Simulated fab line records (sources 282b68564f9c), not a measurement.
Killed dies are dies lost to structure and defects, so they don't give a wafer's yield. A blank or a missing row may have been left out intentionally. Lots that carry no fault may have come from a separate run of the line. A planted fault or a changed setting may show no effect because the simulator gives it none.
Problem report in the 8D (eight disciplines) form, filled by code	flow ritCmos	the parts of the form that need people (team, actions taken, sign-off) are left out

## 1. PROBLEM STATEMENT
At RIT_NRETRO_SOFTBAKE_02, heaterPowerTotalW averages 33.27 W over 6 wafers from 2 lots, while fault-free wafers read 34.56 W, standard deviation 0.053. That is -24 standard deviations from the usual mean.
The step: time 60 s.
Earliest sighting: wafer L182.2 on lithoTrack-01 at day 4 22:40. The record has a number at this step for 42 wafers belonging to 14 lots. The rule behind "out" and "out of limits": a value lying over 4 standard deviations away from the usual mean. All remaining wafers that have a number are taken as sound.

## 2. WHAT IT IS, WHAT IT ISN'T
question	is	is not
which readings at this step	heaterPowerTotalW, plateTempC	-
which lots	L182, L184	L169, L171, L172, L173, L174, L176, L177, L178, L179, L189, L190, L191
which wafers of those lots	all that have a number	-
read on which tools	lithoTrack-01	lithoTrack-02, lithoTrack-04
when	from day 4 22:40	up to then (27 sound wafers); but 9 sound wafers of L189, L190, L191 came after

## 3. WHAT RULES OUT EACH SUSPECT
Counting: any tool at a process step up to the reading is kept as a suspect provided that every lot that is out went through it and no sound lot did after the first of them.
- lithoTrack-01 at RIT_NRETRO_SOFTBAKE_02 (time 60 s): kept. All lots that are out passed through it, beginning with L182 at day 4 22:40, and no sound lot followed; its final sound lot before that point was L178 at day 4 01:53. Its own readings are out on those wafers: heaterPowerTotalW, plateTempC.
The count leaves lithoTrack-01 at RIT_NRETRO_SOFTBAKE_02.

## 4. THE CAUSE (what the simulator had put in)
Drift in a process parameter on lithoTrack-01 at RIT_NRETRO_SOFTBAKE_02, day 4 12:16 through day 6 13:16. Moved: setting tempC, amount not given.
Counting left only this tool.

## 5. THE EFFECT CHAIN, in route order
One row per reading whose mean, taken over the struck wafers that have a number, lies over 3 standard deviations from the usual. Only readings whose record carries a usual standard deviation are examined. hours: median over the lots of the time between each lot's start at the first step of this table that gives one and its start at this step. sigmas: the change, counted in usual standard deviations.
hours	step	reading	usual	on struck wafers	change	sigmas
0	RIT_NRETRO_SOFTBAKE_02	heaterPowerTotalW	34.56 W	33.27	-1.29	-24
0	RIT_NRETRO_SOFTBAKE_02	plateTempC	90.01 C	87.58	-2.43	-22
It contains these process steps:
- RIT_NRETRO_SOFTBAKE_02: time 60 s.

## 6. WHAT WOULD HAVE CAUGHT IT SOONER
In this record the first reading out of limits was taken at day 4 22:40, 10 hours after the fault began at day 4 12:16.
